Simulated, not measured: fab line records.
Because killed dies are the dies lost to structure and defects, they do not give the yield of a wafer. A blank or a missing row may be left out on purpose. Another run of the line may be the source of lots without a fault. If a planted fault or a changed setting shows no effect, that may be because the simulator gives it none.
fab line records | flow ritCmos
[record] lots = 5 wafers = 23
route steps=202 shown M1@184
startH: the number of hours between the record's first day and the start of the first shown wafer of the lot | waitH: time in hours since the lot's previous step | " the same as in the row above | L1.1+2: several wafers, shown together as one row | - value missing, or start not given | * or withheld: withheld | < > ~ a bound
route shown NAME@n: names a module that has steps shown in the file, with the first one's number in the route | usual: mean/standard deviation taken from wafers without a fault | same: alike in all rows | chamber/n: place in a boat | sites: each site's reading | _std_site: the values' standard deviation | _edge_site: inner sites' mean taken away from outer sites' mean | radiusMm: how far each site lies from the wafer's centre | mask NAME#n: copy n | behind: the last tool/chamber to shape the wafer | hold: what put the lot on hold/how long, in hours/how the hold closed | device: names the non-switching transistor (n, p or np) | end of line: the same wafers' tests at the end of the route | a step with no rows: only its recipe | killed: count of dies lost to structure and defects at first sort (not the wafer's yield) | map: shows each die of a wafer: x if killed, . if not, _ if none is there
set.NAME: the setting as run; set.NAME@STEP: as run at that earlier step | model.NAME: the simulator's own value behind a step, which no gauge read
lots where settings were altered on purpose, with a table for each step and a row for each wafer
[[steps]]
[step RIT_M1_SPUTTER_00]
[recipe] material = Al targetThkNm = 400 powerW = 2000 chamberPressurePa = 0.4 gas = Ar timeS = 500 substrateTempC = 25
// columns lot.wafer tool chamber startH waitH set.powerW model.Al_of_M1_SPUTTER_00.thkNm
L075.2 pvdSputter-03 - 62.26 0.0 2065 411.1
L075.3 " - " " 2065 417.3
L075.4 " - " " 2000 398.1
L075.5 " - " " 2000 396.8
L075.6 " - " " 2065 414
L077.1 pvdSputter-01 - 66.64 0.0 2000 400.3
L077.2 " - " " 2000 401.1
L077.3 " - " " 2198 440.9
L077.4 " - " " 2198 433
L077.6 " - " " 2000 402.1
L079.1 pvdSputter-01 - 77.24 0.0 2000 405.1
L079.3 " - " " 2000 406.3
L079.5 " - " " 2000 397
L080.1 pvdSputter-02 - 83.94 0.0 2000 402.5
L080.3 " - " " 2063 415.4
L080.4 " - " " 2063 414.7
L080.5 " - " " 2000 398.2
L080.6 " - " " 2063 414.5
L082.2 pvdSputter-02 - 92.64 0.0 2095 416.9
L082.3 " - " " 2000 396.8
L082.4 " - " " 2095 412.3
L082.5 " - " " 2000 398.4
L082.6 " - " " 2000 394
[step RIT_M1_RS_MEAS_01]
[recipe] thkMeasGauge = four-point-probe reads = Al_of_M1_SPUTTER_00
[usual] M1_AL_RS = 0.0733/0.00059
// columns lot.wafer tool chamber startH waitH set.powerW@M1_SPUTTER_00 M1_AL_RS[ohm/sq]
L075.2 filmMetro-02 - 62.58 0.2 2065 0.0715
L075.3 " - " " 2065 0.0703
L075.4 " - " " 2000 0.0737
L075.5 " - " " 2000 0.0741
L075.6 " - " " 2065 0.0709
L077.1 filmMetro-04 - 66.94 0.1 2000 0.0733
L077.2 " - " " 2000 0.0733
L077.3 " - " " 2198 0.0665
L077.4 " - " " 2198 0.0676
L077.6 " - " " 2000 0.0730
L079.1 filmMetro-02 - 77.54 0.1 2000 0.0727
L079.3 " - " " 2000 0.0723
L079.5 " - " " 2000 0.0740
L080.1 filmMetro-04 - 84.23 0.1 2000 0.0729
L080.3 " - " " 2063 0.0707
L080.4 " - " " 2063 0.0708
L080.5 " - " " 2000 0.0738
L080.6 " - " " 2063 0.0707
L082.2 filmMetro-04 - 92.96 0.2 2095 0.0705
L082.3 " - " " 2000 0.0740
L082.4 " - " " 2095 0.0712
L082.5 " - " " 2000 0.0736
L082.6 " - " " 2000 0.0747
[step RIT_M1_THK_MEAS_02]
[recipe] thkMeasGauge = xrf reads = Al_of_M1_SPUTTER_00
[usual] M1_AL_THK = 406/3.3
// columns lot.wafer tool chamber startH waitH set.powerW@M1_SPUTTER_00 M1_AL_THK[nm]
L075.2 filmMetro-02 - 62.69 0.1 2065 415
L075.3 " - " " 2065 424
L075.4 " - " " 2000 404
L075.5 " - " " 2000 401
L075.6 " - " " 2065 421
L077.1 filmMetro-04 - 67.06 0.1 2000 407
L077.2 " - " " 2000 409
L077.3 " - " " 2198 449
L077.4 " - " " 2198 443
L077.6 " - " " 2000 411
L079.1 filmMetro-02 - 77.66 0.1 2000 412
L079.3 " - " " 2000 412
L079.5 " - " " 2000 400
L080.1 filmMetro-04 - 84.35 0.1 2000 407
L080.3 " - " " 2063 420
L080.4 " - " " 2063 422
L080.5 " - " " 2000 406
L080.6 " - " " 2063 422
L082.2 filmMetro-04 - 93.07 0.1 2095 423
L082.3 " - " " 2000 401
L082.4 " - " " 2095 418
L082.5 " - " " 2000 404
L082.6 " - " " 2000 401
[[key]]
[split] step = RIT_M1_SPUTTER_00 setting = powerW stated = 2000 by = wafer
[response] step = RIT_M1_SPUTTER_00 reading = model.Al_of_M1_SPUTTER_00.thkNm change = +3.84 per = 1% r = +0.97
[response] step = RIT_M1_RS_MEAS_01 reading = M1_AL_RS change = -0.000666 per = 1% r = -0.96
[response] step = RIT_M1_THK_MEAS_02 reading = M1_AL_THK change = +3.95 per = 1% r = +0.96
